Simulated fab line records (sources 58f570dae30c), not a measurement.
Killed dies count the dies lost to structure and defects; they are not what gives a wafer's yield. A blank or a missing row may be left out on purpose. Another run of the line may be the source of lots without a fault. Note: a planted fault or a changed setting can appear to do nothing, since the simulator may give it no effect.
fab line records | flow berkeleyCmos170
record: lots: 14 wafers: 42 lastDay: 14
route steps=331 shown M2@290 V2@296 M3@316
lots that met no fault: taken from a fault-free run of the same line
startH: start of the lot's first displayed wafer, in hours after the record's first day | waitH: how many hours have passed since the lot's step before this one | " the same as in the row above | L1.1+2: a row that stands for several wafers | - either no value or no given start | * or withheld: withheld | < > ~ a bound
route shown NAME@n: a module of which the file shows steps, and the number in the route of the first | usual: mean/standard deviation taken from wafers without a fault | same: alike in all rows | chamber/n: place in a boat | sites: each site's reading | _std_site: standard deviation across them | _edge_site: the outer-site mean with the inner-site mean subtracted | radiusMm: how far each site lies from the wafer's centre | mask NAME#n: copy n | behind: the tool/chamber that last shaped the wafer | hold: what put the lot on hold/how long, in hours/how the hold closed | device: the transistor (n, p or np) that didn't switch | end of line: the tests these same wafers got at the end of their route | where a step has no rows: the recipe by itself | killed: dies that structure and defects cost at the first sort, which is not the same as the wafer's yield | map: dies across one wafer; x = killed, . = not, _ = none there
set.NAME: setting as actually run; set.NAME@STEP: the setting as run at that earlier step | model.NAME: the simulator's own value behind a step, which no gauge read
one table for each step of the route and one row for each wafer, over a sample of lots
services: from which hour (startH, from the record's first day; less than 0 if before it) a tool's chamber was out of use, for how many hours, and why
== steps ==
step: UCB170_M2_STRIP_19
recipe: chemistry: O2 powerW: 400 pressureMtorr: 3500 platenTempC: withheld o2FlowSccm: 400 overashFraction: 0.5
usual: drypumpMotorCurrentA: 5.8/0.58 oesProductAu: 0.541/0.029
columns lot.wafer tool chamber startH waitH drypumpMotorCurrentA oesProductAu rfHoursCounterH
L415.1 plasmaAsher-02 1 175.49 0.1 5.5 0.543 5
L415.4 " 0 " " 6.5 0.529 -
L415.5 " 1 " " 5.5 0.588 -
L417.3 plasmaAsher-03 0 194.22 0.1 5.0 0.489 -
L417.5 " 0 " " 5.0 0.529 -
L417.6 " 1 " " 6.5 0.496 -
L419.1 plasmaAsher-04 0 203.75 0.1 5.4 0.595 48
L419.2 " 1 " " 5.8 0.522 48
L419.6 " 1 " " 5.8 0.586 -
L416.2 plasmaAsher-03 1 205.36 0.1 6.6 0.538 48
L416.3 " 0 " " 5.0 0.535 -
L416.5 " 0 " " 5.0 0.540 -
L421.1 plasmaAsher-03 0 214.42 0.1 5.0 0.559 50
L421.2 " 1 " " 6.5 0.540 50
L421.5 " 0 " " 5.0 0.557 -
L422.2 plasmaAsher-04 0 214.69 0.1 5.5 0.525 50
L422.4 " 0 " " 5.4 0.528 -
L422.6 " 0 " " 5.4 0.526 -
L425.2 plasmaAsher-02 1 229.48 0.1 5.4 0.542 10
L425.5 " 1 " " 5.5 0.552 -
L425.6 " 0 " " 6.5 0.542 -
L427.2 plasmaAsher-02 1 243.82 0.1 5.5 0.571 11
L427.5 " 1 " " 5.5 0.554 -
L427.6 " 0 " " 6.5 0.573 -
L428.1 plasmaAsher-02 0 244.25 0.3 6.6 0.534 11
L428.2 " 1 " " 5.4 0.525 11
L428.3 " 1 " " 5.5 0.523 -
L430.2 plasmaAsher-02 1 267.14 0.1 5.5 0.543 13
L430.4 " 1 " " 5.5 0.534 -
L430.6 " 1 " " 5.5 0.533 -
L431.3 plasmaAsher-04 0 286.90 0.1 5.4 0.536 -
L431.4 " 1 " " 5.8 0.578 -
L431.6 " 1 " " 5.7 0.538 -
L433.1 plasmaAsher-02 1 287.35 0.1 5.4 0.565 15
L433.3 " 0 " " 6.6 0.563 -
L433.4 " 1 " " 5.5 0.541 -
L437.1 plasmaAsher-03 0 332.44 0.1 5.0 0.597 62
L437.4 " 1 " " 6.5 0.528 -
L437.5 " 1 " " 6.6 0.535 -
L438.1 plasmaAsher-02 0 332.62 0.1 6.5 0.556 21
L438.4 " 1 " " 5.5 0.535 -
L438.5 " 1 " " 5.5 0.576 -
step: UCB170_V2_THK_MEAS_04
recipe: reads: SiO2_of_V2_CVD_00
usual: V2_POLISHED_THK: 1000.1/1.3
columns lot.wafer tool chamber startH waitH V2_POLISHED_THK[nm]
L415.1 filmMetro-04 - 176.43 0.1 1001.9
L415.4 " - " " 1000.2
L415.5 " - " " 1000.1
L417.3 filmMetro-04 - 195.06 0.1 1000.7
L417.5 " - " " 998.4
L417.6 " - " " 999.5
L419.1 filmMetro-04 - 204.61 0.1 1002.6
L419.2 " - " " 1002.6
L419.6 " - " " 1001.7
L416.2 filmMetro-02 - 206.22 0.1 999.5
L416.3 " - " " 998.4
L416.5 " - " " 999.2
L421.1 filmMetro-01 - 215.27 0.1 1001.0
L421.2 " - " " 999.9
L421.5 " - " " 1002.4
L422.2 filmMetro-02 - 215.56 0.1 1000.1
L422.4 " - " " 1000.1
L422.6 " - " " 1000.5
L425.2 filmMetro-01 - 230.34 0.1 1002.1
L425.5 " - " " 1002.7
L425.6 " - " " 1000.8
L427.2 filmMetro-01 - 244.69 0.1 1000.1
L427.5 " - " " 1000.3
L427.6 " - " " 1000.8
L428.1 filmMetro-02 - 245.10 0.1 999.7
L428.2 " - " " 998.3
L428.3 " - " " 999.0
L430.2 filmMetro-01 - 268.02 0.1 999.1
L430.4 " - " " 998.5
L430.6 " - " " 1000.0
L431.3 filmMetro-02 - 287.86 0.1 1001.8
L431.4 " - " " 1000.8
L431.6 " - " " 999.7
L433.1 filmMetro-02 - 288.21 0.1 1001.2
L433.3 " - " " 999.6
L433.4 " - " " 1000.1
L437.1 filmMetro-04 - 333.30 0.1 997.0
L437.4 " - " " 999.1
L437.5 " - " " 998.9
L438.1 filmMetro-02 - 333.47 0.1 1000.9
L438.4 " - " " 997.9
L438.5 " - " " 998.8
step: UCB170_M3_STRIP_07
recipe: chemistry: O2 powerW: 400 pressureMtorr: 3500 platenTempC: withheld o2FlowSccm: 400 overashFraction: 0.5
usual: drypumpMotorCurrentA: 5.8/0.56 oesProductAu: 0.734/0.0051 stripTimeToEndpointS: 22.00/0.061
columns lot.wafer tool chamber startH waitH drypumpMotorCurrentA oesProductAu rfHoursCounterH stripTimeToEndpointS
L415.1 plasmaAsher-04 1 180.01 0.1 5.8 0.740 46 21.95
L415.4 " 1 " " 5.8 0.736 - 21.99
L415.5 " 1 " " 5.8 0.747 - 21.94
L417.3 plasmaAsher-01 0 197.72 0.1 4.8 0.741 - 22.13
L417.5 " 1 " " 6.2 0.738 - 22.04
L417.6 " 0 " " 4.8 0.727 - 22.03
L419.1 plasmaAsher-02 0 207.16 0.1 6.6 0.735 8 21.95
L419.2 " 1 " " 5.5 0.740 8 21.95
L419.6 " 1 " " 5.5 0.744 - 22.01
L416.2 plasmaAsher-02 1 209.74 0.1 5.4 0.736 8 22.03
L416.3 " 1 " " 5.5 0.733 - 22.03
L416.5 " 0 " " 6.5 0.730 - 21.99
L421.1 plasmaAsher-02 0 217.69 0.1 6.6 0.734 9 21.93
L421.2 " 1 " " 5.4 0.738 9 21.99
L421.5 " 0 " " 6.6 0.727 - 21.95
L422.2 plasmaAsher-04 0 217.96 0.1 5.4 0.731 50 22.05
L422.4 " 0 " " 5.4 0.733 - 22.02
L422.6 " 0 " " 5.4 0.725 - 22.02
L425.2 plasmaAsher-01 0 233.12 0.1 4.8 0.738 51 21.98
L425.5 " 0 " " 4.8 0.737 - 22.04
L425.6 " 1 " " 6.2 0.732 - 21.95
L427.2 plasmaAsher-01 1 248.55 0.1 6.2 0.737 52 22.01
L427.5 " 1 " " 6.2 0.730 - 22.00
L427.6 " 0 " " 4.8 0.728 - 22.02
L428.1 plasmaAsher-04 0 249.19 0.1 5.4 0.738 53 22.01
L428.2 " 1 " " 5.8 0.739 53 21.95
L428.3 " 0 " " 5.4 0.737 - 21.93
L430.2 plasmaAsher-04 0 270.75 0.1 5.4 0.728 55 22.02
L430.4 " 1 " " 5.8 0.733 - 22.03
L430.6 " 0 " " 5.4 0.737 - 22.04
L431.3 plasmaAsher-02 0 290.61 0.1 6.6 0.727 - 22.05
L431.4 " 1 " " 5.5 0.726 - 22.01
L431.6 " 1 " " 5.5 0.729 - 21.99
L433.1 plasmaAsher-02 1 291.59 0.1 5.5 0.739 15 21.93
L433.3 " 1 " " 5.5 0.744 - 21.96
L433.4 " 0 " " 6.5 0.729 - 21.92
L437.1 plasmaAsher-02 0 336.30 0.1 6.5 0.734 22 21.89
L437.4 " 1 " " 5.5 0.738 - 21.88
L437.5 " 0 " " 6.6 0.740 - 21.92
L438.1 plasmaAsher-02 1 336.49 0.1 5.4 0.733 22 22.11
L438.4 " 0 " " 6.5 0.734 - 22.18
L438.5 " 1 " " 5.4 0.729 - 22.11
step: UCB170_M3_ETCH_17
recipe: chemistry: N2/H2 targetDepthA: withheld overetchA: withheld target: BARC timeS: withheld sourceW: 500 biasW: 100 pressureMtorr: 30 n2FlowSccm: 100 h2FlowSccm: 200
usual: biasW: 100.02/0.29 chamberPressureMTorr: 30.001/0.027 drypumpMotorCurrentA: 5.7/0.36 oesProductAu: 0.998/0.023 throttleValvePct: 13.32/0.17
columns lot.wafer tool chamber startH waitH biasW chamberPressureMTorr drypumpMotorCurrentA oesProductAu throttleValvePct
L415.1 rieDiel-02 2 181.86 0.0 100.14 29.988 6.0 0.957 13.50
L415.4 " 1 " " 100.04 30.017 5.3 0.985 13.18
L415.5 " 1 " " 99.64 29.979 5.3 0.998 13.19
L417.3 rieDiel-02 1 199.28 0.0 99.63 30.021 5.3 0.996 13.20
L417.5 " 1 " " 100.76 30.009 5.3 1.001 13.17
L417.6 " 2 " " 100.39 29.983 6.0 0.964 13.50
L419.1 rieDiel-02 1 209.00 0.0 99.51 30.021 5.3 1.007 13.19
L419.2 " 2 " " 100.01 30.003 6.0 0.958 13.50
L419.6 " 2 " " 100.04 29.988 6.0 0.961 13.50
L416.2 rieDiel-04 0 212.45 0.0 100.04 30.020 5.7 0.980 12.99
L416.3 " 3 " " 100.25 29.967 5.7 1.019 13.43
L416.5 " 0 " " 100.06 30.014 5.7 0.991 12.97
L421.1 rieDiel-04 1 220.21 0.0 100.16 29.962 5.8 0.977 13.16
L421.2 " 2 " " 100.13 29.978 6.0 1.026 13.39
L421.5 " 0 " " 99.60 29.982 5.7 0.974 12.97
L422.2 rieDiel-02 3 220.47 0.0 99.94 30.004 6.1 1.014 13.35
L422.4 " 1 " " 100.03 30.002 5.3 1.002 13.20
L422.6 " 0 " " 100.44 30.030 5.2 0.974 13.53
L425.2 rieDiel-03 1 234.40 0.0 100.43 30.030 5.4 1.011 13.36
L425.5 " 1 " " 100.48 30.011 5.4 1.002 13.36
L425.6 " 2 " " 100.20 30.020 4.8 1.010 13.17
L427.2 rieDiel-03 1 251.10 0.0 99.88 29.945 5.4 0.990 13.36
L427.5 " 0 " " 99.72 30.011 6.0 1.006 13.32
L427.6 " 1 " " 100.09 30.051 5.4 1.000 13.37
L428.1 rieDiel-04 2 251.22 0.0 100.13 30.010 6.0 1.050 13.40
L428.2 " 0 " " 99.77 30.016 5.7 0.980 12.98
L428.3 " 1 " " 100.10 30.022 5.9 0.972 13.16
L430.2 rieDiel-03 3 272.15 0.0 - - - - -
L430.4 " 1 " " - - - - -
L430.6 " 0 " " - - - - -
L431.3 rieDiel-03 1 293.18 0.0 - - - - -
L431.4 " 3 " " - - - - -
L431.6 " 1 " " - - - - -
L433.1 rieDiel-02 2 293.79 0.0 99.61 30.016 6.0 0.961 13.48
L433.3 " 1 " " 99.60 29.996 5.3 0.992 13.20
L433.4 " 3 " " 100.11 30.051 6.1 1.007 13.33
L437.1 rieDiel-03 0 338.03 0.0 99.84 29.994 6.1 0.992 13.32
L437.4 " 2 " " 99.93 29.959 4.8 1.005 13.15
L437.5 " 1 " " 100.67 30.012 5.4 0.998 13.36
L438.1 rieDiel-04 3 338.37 0.0 100.23 29.955 5.7 1.036 13.44
L438.4 " 1 " " 100.17 29.958 5.9 0.987 13.17
L438.5 " 0 " " 99.94 29.960 5.7 0.992 12.97
step: UCB170_M3_METAL_ETCH_18
recipe: chemistry: Cl2/BCl3 target: Al stopOn: SiO2 pressureMtorr: 12 targetDepthA: 11700 overEtchFrac: 0.3 timeS: 195 icpW: 600 biasW: 120 Cl2_flow_sccm: 90 bcl3FlowSccm: 45
usual: bcl3FlowSccm: 45.01/0.12 biasW: 120.0/0.36 drypumpMotorCurrentA: 5.4/0.38 oesProductAu: 0.853/0.017 throttleValvePct: 24.48/0.26
columns lot.wafer tool chamber startH waitH bcl3FlowSccm biasW drypumpMotorCurrentA oesProductAu rfHoursCounterH throttleValvePct
L415.1 rieMetal-01 0 181.90 - 44.97 119.7 4.8 0.856 10 24.63
L415.4 " 0 " " 45.08 119.9 4.9 0.865 - 24.63
L415.5 " 1 " " 44.90 120.8 4.9 0.836 - 24.56
L417.3 rieMetal-01 0 199.38 - 45.01 119.9 4.8 0.840 - 24.64
L417.5 " 0 " " 45.01 119.8 4.8 0.866 - 24.63
L417.6 " 1 " " 45.01 120.4 4.9 0.838 - 24.55
L419.1 rieMetal-03 0 209.04 - 45.06 120.6 5.3 0.859 2 24.40
L419.2 " 0 " " 45.12 120.1 5.3 0.851 - 24.41
L419.6 " 0 " " 44.87 120.2 5.3 0.862 - 24.42
L416.2 rieMetal-02 1 212.49 - 45.01 119.4 5.9 0.886 3 24.76
L416.3 " 0 " " 45.08 120.2 5.5 0.844 - 24.59
L416.5 " 0 " " 44.93 120.2 5.5 0.848 - 24.60
L421.1 rieMetal-01 1 220.26 - 44.93 120.0 5.0 0.842 6 24.57
L421.2 " 1 " " 44.98 120.3 4.9 0.841 - 24.57
L421.5 " 1 " " 45.19 119.9 5.0 0.835 - 24.55
L422.2 rieMetal-02 0 220.51 - 45.03 120.3 5.5 0.855 13 24.59
L422.4 " 0 " " 44.94 119.7 5.5 0.869 - 24.58
L422.6 " 1 " " 44.71 120.3 5.9 0.886 - 24.76
L425.2 rieMetal-01 1 234.50 - 44.99 120.0 5.0 0.839 - 24.55
L425.5 " 1 " " 45.10 119.8 4.9 0.847 - 24.55
L425.6 " 1 " " 44.90 119.4 4.9 0.852 - 24.54
L427.2 rieMetal-02 1 251.14 - 45.03 120.4 5.9 0.875 4 24.76
L427.5 " 1 " " 45.08 119.7 5.9 0.866 - 24.75
L427.6 " 0 " " 44.99 120.2 5.5 0.863 - 24.59
L428.1 rieMetal-01 1 251.26 - 44.91 120.3 5.0 0.834 8 24.55
L428.2 " 1 " " 45.00 120.1 4.9 0.823 - 24.57
L428.3 " 1 " " 45.06 120.1 5.0 0.831 - 24.56
L430.2 rieMetal-02 0 272.19 - 44.69 120.1 5.5 0.373 15 24.82
L430.4 " 0 " " 44.83 119.8 5.5 0.382 - 24.82
L430.6 " 0 " " 44.77 120.0 5.5 0.374 - 24.81
L431.3 rieMetal-03 0 293.29 - 45.04 120.0 5.4 0.383 - 24.65
L431.4 " 1 " " 45.02 119.7 5.7 0.373 - 24.16
L431.6 " 1 " " 45.21 119.4 5.7 0.365 - 24.16
L433.1 rieMetal-01 0 293.83 - 44.84 120.5 4.8 0.855 11 24.63
L433.3 " 1 " " 45.32 119.9 5.0 0.847 - 24.55
L433.4 " 0 " " 44.84 120.2 4.8 0.860 - 24.62
L437.1 rieMetal-03 1 338.07 - 44.88 119.6 5.7 0.841 2 23.94
L437.4 " 1 " " 44.93 119.7 5.7 0.850 - 23.93
L437.5 " 1 " " 44.99 119.9 5.7 0.835 - 23.94
L438.1 rieMetal-01 1 338.41 - 44.88 119.6 4.9 0.850 10 24.56
L438.4 " 0 " " 45.10 119.9 4.8 0.851 - 24.62
L438.5 " 0 " " 45.01 119.8 4.8 0.854 - 24.64
step: UCB170_M3_CD_MEAS_90
recipe: targetCdNm: 700
usual: cdNm: 701/5
columns lot.wafer tool chamber startH waitH cdNm
L415.1 cdSem-01 - 182.19 0.1 695
L415.4 " - " " 697
L415.5 " - " " 700
L417.3 cdSem-01 - 199.65 0.1 695
L417.5 " - " " 699
L417.6 " - " " 704
L419.1 cdSem-01 - 209.51 0.1 700
L419.2 " - " " 698
L419.6 " - " " 699
L416.2 cdSem-01 - 212.80 0.1 698
L416.3 " - " " 702
L416.5 " - " " 698
L421.1 cdSem-01 - 220.73 0.1 710
L421.2 " - " " 711
L421.5 " - " " 711
L422.2 cdSem-01 - 221.11 0.4 702
L422.4 " - " " 696
L422.6 " - " " 697
L425.2 cdSem-02 - 234.93 0.1 707
L425.5 " - " " 707
L425.6 " - " " 708
L427.2 cdSem-01 - 251.45 0.1 695
L427.5 " - " " 693
L427.6 " - " " 695
L428.1 cdSem-02 - 251.74 0.1 712
L428.2 " - " " 707
L428.3 " - " " 711
L430.2 cdSem-02 - 272.50 0.1 -
L430.4 " - " " -
L430.6 " - " " -
L431.3 cdSem-02 - 293.55 0.1 -
L431.4 " - " " -
L431.6 " - " " -
L433.1 cdSem-02 - 294.47 0.4 702
L433.3 " - " " 708
L433.4 " - " " 703
L437.1 cdSem-01 - 338.54 0.1 698
L437.4 " - " " 694
L437.5 " - " " 696
L438.1 cdSem-02 - 338.70 0.1 708
L438.4 " - " " 705
L438.5 " - " " 702
== services ==
columns tool chamber startH hours kind
rieDiel-03 3 154.25 - clean
rieDiel-03 3 154.25 24.8 scheduledDown
rieDiel-03 3 154.25 24.8 ventCycle
rieDiel-02 3 196.48 14.0 repair
rieMetal-03 - 196.92 2.0 repair
rieDiel-04 2 205.14 7.6 repair
rieMetal-01 0 209.38 44.8 repair
rieMetal-01 - 210.82 1.1 repair
rieMetal-01 - 224.60 1.4 pm
rieDiel-02 0 226.09 3.9 repair
rieMetal-03 - 229.49 28.1 pm
plasmaAsher-01 - 263.73 15.1 repair
rieDiel-02 0 266.98 2.4 repair
rieDiel-04 0 272.85 2.9 repair
plasmaAsher-01 - 276.76 28.4 repair
rieDiel-02 0 277.66 7.6 repair
rieDiel-02 0 285.31 - clean
rieDiel-02 0 285.31 21.7 scheduledDown
rieMetal-03 - 291.68 1.4 pm
rieDiel-04 - 294.87 2.8 pm
plasmaAsher-01 - 305.20 31.5 pm
rieDiel-03 - 310.78 15.6 pm
plasmaAsher-04 - 323.24 15.2 repair
rieDiel-02 2 330.95 1.2 repair
== key ==
firstSign: step: UCB170_M3_ETCH_17 reading: toolRecord direction: missing
effect: step: UCB170_M3_METAL_ETCH_18 reading: oesProductAu direction: down sigmas: 29 usual: 0.853 struck: 0.375
effect: step: UCB170_M3_CD_MEAS_90 reading: cdNm direction: missing
metAt UCB170_M3_ETCH_17
struckLots L430,L431
laterRowsLeftOut L430.2,L430.4,L430.6,L431.3,L431.4,L431.6
sortLeftOut L430.2,L430.4,L430.6,L431.3,L431.4,L431.6
notActingAt UCB170_M2_STRIP_19,UCB170_V2_THK_MEAS_04,UCB170_M3_STRIP_07
onsetBetween 251.10 272.15
fault: kind: skippedStepWhole tool: rieDiel-03 chamber: - onsetH: 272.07 steps: UCB170_M3_ETCH_17 scope: struckLotsOnly
sortLeftOut: the simulated sort isn't trusted on such a fault, so these wafers' sort isn't shown, and their yield isn't known
laterRowsLeftOut: the simulator's readings of these wafers behind a module that went badly wrong aren't trusted and aren't shown, but for the sort
